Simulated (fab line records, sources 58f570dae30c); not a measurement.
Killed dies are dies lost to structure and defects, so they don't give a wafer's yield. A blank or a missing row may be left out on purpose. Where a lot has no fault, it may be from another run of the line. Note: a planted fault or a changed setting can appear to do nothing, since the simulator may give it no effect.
Which tool did it? || flow berkeley cmos170 || 14 lots with 42 wafers sampled at 6 steps, on a route of 331 steps

WHAT THE GAUGES SHOWED, per wafer
UCB170_M1_RS_MEAS_01: measures by four-point-probe. Usual: M1_AL_RS gives 0.0484 ohm/sq (standard deviation 0.00067).
{"lot": "L621", "measured": "day 7 18:11", "on": "film metro-01", "M1_AL_RS (ohm/sq)": "0.0483 0.0469 0.0473", "flag": ""}
{"lot": "L620", "measured": "day 7 20:05", "on": "film metro-04", "M1_AL_RS (ohm/sq)": "0.0483 0.0479 0.0482", "flag": ""}
{"lot": "L623", "measured": "day 7 23:52", "on": "film metro-02", "M1_AL_RS (ohm/sq)": "0.0492 0.0493 0.0498", "flag": ""}
{"lot": "L624", "measured": "day 8 00:06", "on": "film metro-01", "M1_AL_RS (ohm/sq)": "0.0476 0.0488 0.0495", "flag": ""}
{"lot": "L626", "measured": "day 8 17:28", "on": "film metro-04", "M1_AL_RS (ohm/sq)": "0.0488 0.0485 0.0485", "flag": ""}
{"lot": "L627", "measured": "day 8 23:40", "on": "film metro-04", "M1_AL_RS (ohm/sq)": "0.0481 0.0482 0.0481", "flag": ""}
{"lot": "L628", "measured": "day 8 23:54", "on": "film metro-02", "M1_AL_RS (ohm/sq)": "0.0488 0.0467 0.0475", "flag": ""}
{"lot": "L629", "measured": "day 9 11:39", "on": "film metro-01", "M1_AL_RS (ohm/sq)": "0.0486 0.0487 0.0489", "flag": ""}
{"lot": "L632", "measured": "day 9 23:30", "on": "film metro-04", "M1_AL_RS (ohm/sq)": "0.0483 0.0485 0.0487", "flag": ""}
{"lot": "L635", "measured": "day 10 23:11", "on": "film metro-02", "M1_AL_RS (ohm/sq)": "0.0497 0.0488 0.0491", "flag": ""}
{"lot": "L639", "measured": "day 11 14:46", "on": "film metro-01", "M1_AL_RS (ohm/sq)": "0.0487 0.0483 0.0485", "flag": ""}
{"lot": "L640", "measured": "day 11 15:47", "on": "film metro-04", "M1_AL_RS (ohm/sq)": "0.0484 0.0493 0.0482", "flag": ""}
{"lot": "L641", "measured": "day 12 00:58", "on": "film metro-02", "M1_AL_RS (ohm/sq)": "0.0491 0.0483 0.0485", "flag": ""}
{"lot": "L642", "measured": "day 12 02:13", "on": "film metro-01", "M1_AL_RS (ohm/sq)": "0.0475 0.0484 0.0478", "flag": ""}

UCB170_M2_RS_MEAS_02: measures by four-point-probe. Usual: M2_AL_RS gives 0.0321 ohm/sq (standard deviation 0.00031).
{"lot": "L621", "measured": "day 8 01:53", "on": "film metro-03", "M2_AL_RS (ohm/sq)": "0.0328 0.0323 0.0324", "flag": ""}
{"lot": "L620", "measured": "day 8 03:41", "on": "film metro-04", "M2_AL_RS (ohm/sq)": "0.0327 0.0321 0.0325", "flag": ""}
{"lot": "L623", "measured": "day 8 08:40", "on": "film metro-03", "M2_AL_RS (ohm/sq)": "0.0319 0.0311 0.0317", "flag": ""}
{"lot": "L624", "measured": "day 8 08:53", "on": "film metro-04", "M2_AL_RS (ohm/sq)": "0.0322 0.0320 0.0323", "flag": ""}
{"lot": "L626", "measured": "day 9 03:15", "on": "film metro-03", "M2_AL_RS (ohm/sq)": "0.0318 0.0317 0.0318", "flag": ""}
{"lot": "L627", "measured": "day 9 07:25", "on": "film metro-04", "M2_AL_RS (ohm/sq)": "0.0324 0.0323 0.0326", "flag": ""}
{"lot": "L628", "measured": "day 9 07:43", "on": "film metro-01", "M2_AL_RS (ohm/sq)": "0.0325 0.0323 0.0325", "flag": ""}
{"lot": "L629", "measured": "day 9 22:28", "on": "film metro-03", "M2_AL_RS (ohm/sq)": "0.0320 0.0321 0.0324", "flag": ""}
{"lot": "L632", "measured": "day 10 09:54", "on": "film metro-04", "M2_AL_RS (ohm/sq)": "0.0321 0.0321 0.0320", "flag": ""}
{"lot": "L635", "measured": "day 11 07:10", "on": "film metro-01", "M2_AL_RS (ohm/sq)": "0.0392 0.0324 0.0329", "flag": "OFF"}
{"lot": "L639", "measured": "day 12 01:40", "on": "film metro-04", "M2_AL_RS (ohm/sq)": "0.0318 0.0387 0.0320", "flag": "OFF"}
{"lot": "L640", "measured": "day 12 01:08", "on": "film metro-03", "M2_AL_RS (ohm/sq)": "0.0321 0.0314 0.0321", "flag": ""}
{"lot": "L641", "measured": "day 12 09:01", "on": "film metro-01", "M2_AL_RS (ohm/sq)": "0.0316 0.0317 0.0321", "flag": ""}
{"lot": "L642", "measured": "day 12 11:46", "on": "film metro-03", "M2_AL_RS (ohm/sq)": "0.0324 0.0322 0.0320", "flag": ""}

UCB170_M2_THK_MEAS_03: measures by xrf. Usual: M2_AL_THK gives 902 nm (standard deviation 9.1).
{"lot": "L621", "measured": "day 8 02:00", "on": "film metro-03", "M2_AL_THK (nm)": "885 897 894", "flag": ""}
{"lot": "L620", "measured": "day 8 03:47", "on": "film metro-04", "M2_AL_THK (nm)": "885 908 888", "flag": ""}
{"lot": "L623", "measured": "day 8 08:47", "on": "film metro-03", "M2_AL_THK (nm)": "907 932 918", "flag": ""}
{"lot": "L624", "measured": "day 8 08:59", "on": "film metro-04", "M2_AL_THK (nm)": "898 906 900", "flag": ""}
{"lot": "L626", "measured": "day 9 03:22", "on": "film metro-03", "M2_AL_THK (nm)": "904 914 907", "flag": ""}
{"lot": "L627", "measured": "day 9 07:32", "on": "film metro-04", "M2_AL_THK (nm)": "894 893 891", "flag": ""}
{"lot": "L628", "measured": "day 9 07:49", "on": "film metro-01", "M2_AL_THK (nm)": "889 897 892", "flag": ""}
{"lot": "L629", "measured": "day 9 22:35", "on": "film metro-03", "M2_AL_THK (nm)": "899 896 891", "flag": ""}
{"lot": "L632", "measured": "day 10 10:01", "on": "film metro-04", "M2_AL_THK (nm)": "900 894 898", "flag": ""}
{"lot": "L635", "measured": "day 11 07:17", "on": "film metro-01", "M2_AL_THK (nm)": "747 902 889", "flag": "OFF"}
{"lot": "L639", "measured": "day 12 01:47", "on": "film metro-04", "M2_AL_THK (nm)": "908 748 898", "flag": "OFF"}
{"lot": "L640", "measured": "day 12 01:14", "on": "film metro-03", "M2_AL_THK (nm)": "900 916 891", "flag": ""}
{"lot": "L641", "measured": "day 12 09:08", "on": "film metro-01", "M2_AL_THK (nm)": "925 921 910", "flag": ""}
{"lot": "L642", "measured": "day 12 11:53", "on": "film metro-03", "M2_AL_THK (nm)": "892 894 901", "flag": ""}

WHAT TOOL EACH LOT RAN ON (gives the tool, then ch and the chambers of the sampled wafers, and finally the start)
{"lot": "L621", "UCB170_CONTACT_ETCH_18": "rie diel-01 ch 0,2, day 7 18:07 or earlier", "UCB170_M1_SPUTTER_00": "pvd sputter-03, day 7 18:07", "UCB170_M2_SPUTTER_01": "pvd sputter-01, day 8 01:47"}
{"lot": "L620", "UCB170_CONTACT_ETCH_18": "rie diel-04 ch 1,2,3, day 7 19:59 or earlier", "UCB170_M1_SPUTTER_00": "pvd sputter-04, day 7 19:59", "UCB170_M2_SPUTTER_01": "pvd sputter-02, day 8 03:34"}
{"lot": "L623", "UCB170_CONTACT_ETCH_18": "rie diel-01 ch 0,1,2, day 7 23:49 or earlier", "UCB170_M1_SPUTTER_00": "pvd sputter-01, day 7 23:49", "UCB170_M2_SPUTTER_01": "pvd sputter-04, day 8 08:35"}
{"lot": "L624", "UCB170_CONTACT_ETCH_18": "rie diel-04 ch 0,2,3, day 8 00:00 or earlier", "UCB170_M1_SPUTTER_00": "pvd sputter-03, day 8 00:00", "UCB170_M2_SPUTTER_01": "pvd sputter-01, day 8 08:46"}
{"lot": "L626", "UCB170_CONTACT_ETCH_18": "rie diel-04 ch 1,2, day 8 17:23 or earlier", "UCB170_M1_SPUTTER_00": "pvd sputter-04, day 8 17:23", "UCB170_M2_SPUTTER_01": "pvd sputter-01, day 9 03:10"}
{"lot": "L627", "UCB170_CONTACT_ETCH_18": "rie diel-01 ch 0,2,3, day 8 23:37 or earlier", "UCB170_M1_SPUTTER_00": "pvd sputter-04, day 8 23:37", "UCB170_M2_SPUTTER_01": "pvd sputter-02, day 9 07:20"}
{"lot": "L628", "UCB170_CONTACT_ETCH_18": "rie diel-04 ch 1,2, day 8 23:49 or earlier", "UCB170_M1_SPUTTER_00": "pvd sputter-03, day 8 23:49", "UCB170_M2_SPUTTER_01": "pvd sputter-01, day 9 07:37"}
{"lot": "L629", "UCB170_CONTACT_ETCH_18": "rie diel-01 ch 0,1,2, day 9 11:35 or earlier", "UCB170_M1_SPUTTER_00": "pvd sputter-04, day 9 11:35", "UCB170_M2_SPUTTER_01": "pvd sputter-02, day 9 22:23"}
{"lot": "L632", "UCB170_CONTACT_ETCH_18": "rie diel-01 ch 0,2,3, day 9 23:26 or earlier", "UCB170_M1_SPUTTER_00": "pvd sputter-04, day 9 23:26", "UCB170_M2_SPUTTER_01": "pvd sputter-01, day 10 09:49"}
{"lot": "L635", "UCB170_CONTACT_ETCH_18": "rie diel-04 ch 1,2,3, day 10 23:07 or earlier", "UCB170_M1_SPUTTER_00": "pvd sputter-03, day 10 23:07", "UCB170_M2_SPUTTER_01": "pvd sputter-01, day 11 07:05"}
{"lot": "L639", "UCB170_CONTACT_ETCH_18": "rie diel-04 ch 0,1,3, day 11 14:43 or earlier", "UCB170_M1_SPUTTER_00": "pvd sputter-03, day 11 14:43", "UCB170_M2_SPUTTER_01": "pvd sputter-01, day 12 01:35"}
{"lot": "L640", "UCB170_CONTACT_ETCH_18": "rie diel-01 ch 0,2,3, day 11 15:43 or earlier", "UCB170_M1_SPUTTER_00": "pvd sputter-01, day 11 15:43", "UCB170_M2_SPUTTER_01": "pvd sputter-02, day 12 01:02"}
{"lot": "L641", "UCB170_CONTACT_ETCH_18": "rie diel-04 ch 0,2, day 12 00:54 or earlier", "UCB170_M1_SPUTTER_00": "pvd sputter-01, day 12 00:54", "UCB170_M2_SPUTTER_01": "pvd sputter-04, day 12 08:56"}
{"lot": "L642", "UCB170_CONTACT_ETCH_18": "rie diel-01 ch 0,2,3, day 12 02:09 or earlier", "UCB170_M1_SPUTTER_00": "pvd sputter-03, day 12 02:09", "UCB170_M2_SPUTTER_01": "pvd sputter-02, day 12 11:41"}
- UCB170_CONTACT_ETCH_18: etches PSG in CHF3/CF4/Ar, stops on TiSi2, target depth 840 nm, time 195 s.
- UCB170_M1_SPUTTER_00: material Al, target thk 600 nm, time 80 s.
- UCB170_M2_SPUTTER_01: material Al, target thk 900 nm, time 120 s.

WHAT THE TOOLS THEMSELVES READ (means of the sampled wafers that have a number; where no wafer has one, the mark that the record gives instead)
UCB170_CONTACT_ETCH_18. Usual: drypump motor current A 5.4 A, standard deviation 0.47; oes product au 0.887 a.u., standard deviation 0.014; rf fwd power W 697.8 W, standard deviation 2.2; throttle valve pct 6.96 %, standard deviation 0.097.
{"lot": "L621", "tool": "rie diel-01", "drypump motor current A (A)": 4.9, "oes product au (a.u.)": 0.893, "rf fwd power W (W)": 696.8, "throttle valve pct (%)": 6.97, "flag": ""}
{"lot": "L620", "tool": "rie diel-04", "drypump motor current A (A)": 5.6, "oes product au (a.u.)": 0.879, "rf fwd power W (W)": 695.6, "throttle valve pct (%)": 6.99, "flag": ""}
{"lot": "L623", "tool": "rie diel-01", "drypump motor current A (A)": 5.1, "oes product au (a.u.)": 0.901, "rf fwd power W (W)": 697.8, "throttle valve pct (%)": 7.00, "flag": ""}
{"lot": "L624", "tool": "rie diel-04", "drypump motor current A (A)": 5.7, "oes product au (a.u.)": 0.884, "rf fwd power W (W)": 698.9, "throttle valve pct (%)": 6.97, "flag": ""}
{"lot": "L626", "tool": "rie diel-04", "drypump motor current A (A)": 5.7, "oes product au (a.u.)": 0.879, "rf fwd power W (W)": 696.6, "throttle valve pct (%)": 6.91, "flag": ""}
{"lot": "L627", "tool": "rie diel-01", "drypump motor current A (A)": 5.0, "oes product au (a.u.)": 0.889, "rf fwd power W (W)": 698.4, "throttle valve pct (%)": 6.92, "flag": ""}
{"lot": "L628", "tool": "rie diel-04", "drypump motor current A (A)": 5.7, "oes product au (a.u.)": 0.882, "rf fwd power W (W)": 697.2, "throttle valve pct (%)": 6.91, "flag": ""}
{"lot": "L629", "tool": "rie diel-01", "drypump motor current A (A)": 5.1, "oes product au (a.u.)": 0.900, "rf fwd power W (W)": 697.5, "throttle valve pct (%)": 7.01, "flag": ""}
{"lot": "L632", "tool": "rie diel-01", "drypump motor current A (A)": 5.0, "oes product au (a.u.)": 0.898, "rf fwd power W (W)": 694.1, "throttle valve pct (%)": 6.93, "flag": ""}
{"lot": "L635", "tool": "rie diel-04", "drypump motor current A (A)": 5.6, "oes product au (a.u.)": 0.878, "rf fwd power W (W)": 697.7, "throttle valve pct (%)": 6.99, "flag": ""}
{"lot": "L639", "tool": "rie diel-04", "drypump motor current A (A)": 5.8, "oes product au (a.u.)": 0.867, "rf fwd power W (W)": 697.2, "throttle valve pct (%)": 7.00, "flag": ""}
{"lot": "L640", "tool": "rie diel-01", "drypump motor current A (A)": 5.0, "oes product au (a.u.)": 0.898, "rf fwd power W (W)": 698.5, "throttle valve pct (%)": 6.94, "flag": ""}
{"lot": "L641", "tool": "rie diel-04", "drypump motor current A (A)": 6.1, "oes product au (a.u.)": 0.872, "rf fwd power W (W)": 696.7, "throttle valve pct (%)": 6.90, "flag": ""}
{"lot": "L642", "tool": "rie diel-01", "drypump motor current A (A)": 5.0, "oes product au (a.u.)": 0.881, "rf fwd power W (W)": 698.0, "throttle valve pct (%)": 6.92, "flag": ""}

UCB170_M1_SPUTTER_00. Usual: throttle valve pct at 30.4 %, with a standard deviation of 0.89.
{"lot": "L621", "tool": "pvd sputter-03", "throttle valve pct (%)": 29.7, "flag": ""}
{"lot": "L620", "tool": "pvd sputter-04", "throttle valve pct (%)": 30.8, "flag": ""}
{"lot": "L623", "tool": "pvd sputter-01", "throttle valve pct (%)": 30.9, "flag": ""}
{"lot": "L624", "tool": "pvd sputter-03", "throttle valve pct (%)": 29.5, "flag": ""}
{"lot": "L626", "tool": "pvd sputter-04", "throttle valve pct (%)": 30.7, "flag": ""}
{"lot": "L627", "tool": "pvd sputter-04", "throttle valve pct (%)": 30.5, "flag": ""}
{"lot": "L628", "tool": "pvd sputter-03", "throttle valve pct (%)": 29.6, "flag": ""}
{"lot": "L629", "tool": "pvd sputter-04", "throttle valve pct (%)": 30.8, "flag": ""}
{"lot": "L632", "tool": "pvd sputter-04", "throttle valve pct (%)": 30.6, "flag": ""}
{"lot": "L635", "tool": "pvd sputter-03", "throttle valve pct (%)": 30.0, "flag": ""}
{"lot": "L639", "tool": "pvd sputter-03", "throttle valve pct (%)": 29.8, "flag": ""}
{"lot": "L640", "tool": "pvd sputter-01", "throttle valve pct (%)": 30.9, "flag": ""}
{"lot": "L641", "tool": "pvd sputter-01", "throttle valve pct (%)": 30.2, "flag": ""}
{"lot": "L642", "tool": "pvd sputter-03", "throttle valve pct (%)": 30.4, "flag": ""}

UCB170_M2_SPUTTER_01. Usual: throttle valve pct at 30.7 %, with a standard deviation of 1.
{"lot": "L621", "tool": "pvd sputter-01", "throttle valve pct (%)": 30.2, "flag": ""}
{"lot": "L620", "tool": "pvd sputter-02", "throttle valve pct (%)": 31.3, "flag": ""}
{"lot": "L623", "tool": "pvd sputter-04", "throttle valve pct (%)": 30.7, "flag": ""}
{"lot": "L624", "tool": "pvd sputter-01", "throttle valve pct (%)": 30.3, "flag": ""}
{"lot": "L626", "tool": "pvd sputter-01", "throttle valve pct (%)": 30.8, "flag": ""}
{"lot": "L627", "tool": "pvd sputter-02", "throttle valve pct (%)": 31.0, "flag": ""}
{"lot": "L628", "tool": "pvd sputter-01", "throttle valve pct (%)": 30.0, "flag": ""}
{"lot": "L629", "tool": "pvd sputter-02", "throttle valve pct (%)": 30.3, "flag": ""}
{"lot": "L632", "tool": "pvd sputter-01", "throttle valve pct (%)": 30.9, "flag": ""}
{"lot": "L635", "tool": "pvd sputter-01", "throttle valve pct (%)": 30.8, "flag": ""}
{"lot": "L639", "tool": "pvd sputter-01", "throttle valve pct (%)": 30.2, "flag": ""}
{"lot": "L640", "tool": "pvd sputter-02", "throttle valve pct (%)": 31.0, "flag": ""}
{"lot": "L641", "tool": "pvd sputter-04", "throttle valve pct (%)": 30.5, "flag": ""}
{"lot": "L642", "tool": "pvd sputter-02", "throttle valve pct (%)": 31.0, "flag": ""}

THE ANSWER, worked out from the rows above alone
Rule: a lot is off if the mean of its wafers that have a number lies more than 3 standard deviations from the usual mean. Also off: a lot with no number at a reading for which 4 or more lots have one. All remaining lots with rows at the step are treated as sound. After the gauges, taken in route order, come the tools' own readings; for these a lot's mean is taken, as printed above. The first step at which some lot is off is used, and at that step the reading that is off furthest; a lot without a number counts as furthest.
Off: L635, L639, at UCB170_M2_RS_MEAS_02 (M2_AL_RS).
A tool fits if, at a process step before that reading, it ran every lot that is off, and no sound lot after the first of them. Those tools and the gauges at UCB170_M2_RS_MEAS_02 are tried in the same way. UCB170_CONTACT_ETCH_18: start missing for some lots; hours and lot order therefore follow UCB170_M1_SPUTTER_00. One fits: UCB170_M2_SPUTTER_01 on pvd sputter-01. Its last sound lot is L632 (day 10 09:49), its first lot that is off L635 (day 11 07:05): a fault that began between those two fits.

WHAT THE SIMULATOR HAD PUT IN
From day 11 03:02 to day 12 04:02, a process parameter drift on pvd sputter-01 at UCB170_M2_SPUTTER_01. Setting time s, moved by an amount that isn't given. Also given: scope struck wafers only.
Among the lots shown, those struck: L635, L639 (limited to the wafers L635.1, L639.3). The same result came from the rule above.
